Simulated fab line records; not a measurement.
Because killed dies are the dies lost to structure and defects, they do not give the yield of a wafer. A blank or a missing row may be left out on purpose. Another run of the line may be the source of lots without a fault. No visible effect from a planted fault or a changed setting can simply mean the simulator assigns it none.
A lot that was struck, set against a sound lot | flow rit-cmos | 17 steps out of a route of 202
Sound: wafers L485.1, L485.3, L485.5. Wafers L493.1, L493.4, L493.6 were the ones struck. The cause is given at the end.
At each step with rows: each side's tool, then ch and its chambers, then its first start. Under that, the readings that differ: sound wafers | struck wafers | difference of the means | sigmas: that difference in standard deviations of wafers without a fault.
alike: same words and numbers on both sides, and readings whose means sit less than 2 such deviations apart. not compared: any withheld reading, any reading some wafer has no value for, any bound like >300 that may hide the same value, and any number with overlapping values for which the record gives no deviation.
The two part at a step that has a row with sigmas, a row that says differs or no value, or rows on one side only. Non-overlapping numbers with no deviation appear without sigmas and do not part them. Lack of a reading on every wafer of one side parts them only where that side has two or more wafers.

first, 2 steps without rows for these wafers: RIT_NRETRO_HARDBAKE_07 (time 120 s); RIT_NRETRO_IMPLANT_08.
RIT_NRETRO_STRIP_09: strips in O2, time 180 s.
  sound on plasma-asher-02 ch 0, day 3 03:40; struck on plasma-asher-01 ch 0,1, day 4 22:20
  alike: drypump-motor-current-A, rf-refl-power-W
  not compared: rf-hours-counter-h
RIT_NRETRO_TW_MEAS_10:
  sound on film-metro-03, day 3 03:50; struck on film-metro-03, day 4 22:31
  alike: NRETRO_TW
then, 6 steps without rows for these wafers: RIT_PRETRO_HMDS_00 (prime time 60 s); RIT_PRETRO_COAT_01 (resist thk 1300 nm); RIT_PRETRO_SOFTBAKE_02 (time 60 s); RIT_PRETRO_EXPOSE_03 (exposes mask M5, target cd 43700 nm); RIT_PRETRO_PEB_04; RIT_PRETRO_DEVELOP_05 (develop time 68 s).
RIT_PRETRO_OVL_MEAS_06:
  sound on overlay-02, day 3 04:47; struck on overlay-01, day 4 23:35
  alike: PRETRO_OVL
then, 1 step without rows for these wafers: RIT_PRETRO_HARDBAKE_07 (time 120 s).
RIT_PRETRO_IMPLANT_08:
  sound on implanter-02 ch 0, day 3 05:04; struck on implanter-04 ch 0, day 4 23:52
  alike: faraday-current-uA
RIT_PRETRO_STRIP_09: strips in O2, time 180 s.
  sound on plasma-asher-02 ch 1, day 3 05:13; struck on plasma-asher-02 ch 0,1, day 5 00:01
  alike: drypump-motor-current-A, rf-refl-power-W
  not compared: rf-hours-counter-h
RIT_PRETRO_TW_MEAS_10:
  sound on film-metro-02, day 3 05:23; struck on film-metro-02, day 5 00:11
  reading   | sound       | struck      | difference | sigmas
  PRETRO_TW | 484 486 482 | 463 465 464 | -20        | -5
then, 1 step without rows for these wafers: RIT_GATE_WET_ETCH_00 (etches SiO2 in BOE, target depth 56 nm, time 60 s).
RIT_M1_PROBE_99:
  sound on prober-01, day 4 09:02; struck on prober-01, day 6 04:02
  reading                                           | sound                     | struck                  | difference | sigmas
  model.etest.nmos_0p15.drive-ua-um-range           | 14.78 17.21 12.69         | 44.39 44.97 45.32       | +30.00     |
  model.etest.nmos_0p15.drive-ua-um-rim-less-centre | 11.11 4.339 4.471         | -18.21 -24.33 -22.25    | -28.24     |
  model.etest.nmos_0p3.drive-ua-um                  | 228.4 229.2 224           | 243 241.2 243.2         | +15        |
  model.etest.nmos-narrow.drive-ua-um               | 220.1 227.7 223.3         | 238.3 231.1 233.6       | +10.6      |
  model.etest.nmos_0p3.off-log10-a-um               | -13.13 -13.03 -12.99      | -12.63 -12.8 -12.97     | +0.25      |
  model.etest.diode-nplus-pwell.bv-v (V)            | 5.986 6.016 6.009         | 6.034 6.035 6.061       | +0.040     |
  model.etest.nmos_0p15.vt-v-range                  | 0.008606 0.01043 0.009593 | 0.06673 0.06494 0.06123 | +0.05476   |
  alike: killed-at-front-end, killed-dies, killed-open, killed-short
  not compared: model.etest.nmos_0p3.r-on-ohm-um

== WHERE THEY PART ==
Only at RIT_PRETRO_TW_MEAS_10, as far as this record shows. Later steps at which nothing parts them and some readings are alike: RIT_M1_PROBE_99.

WHY: what the simulator had put in
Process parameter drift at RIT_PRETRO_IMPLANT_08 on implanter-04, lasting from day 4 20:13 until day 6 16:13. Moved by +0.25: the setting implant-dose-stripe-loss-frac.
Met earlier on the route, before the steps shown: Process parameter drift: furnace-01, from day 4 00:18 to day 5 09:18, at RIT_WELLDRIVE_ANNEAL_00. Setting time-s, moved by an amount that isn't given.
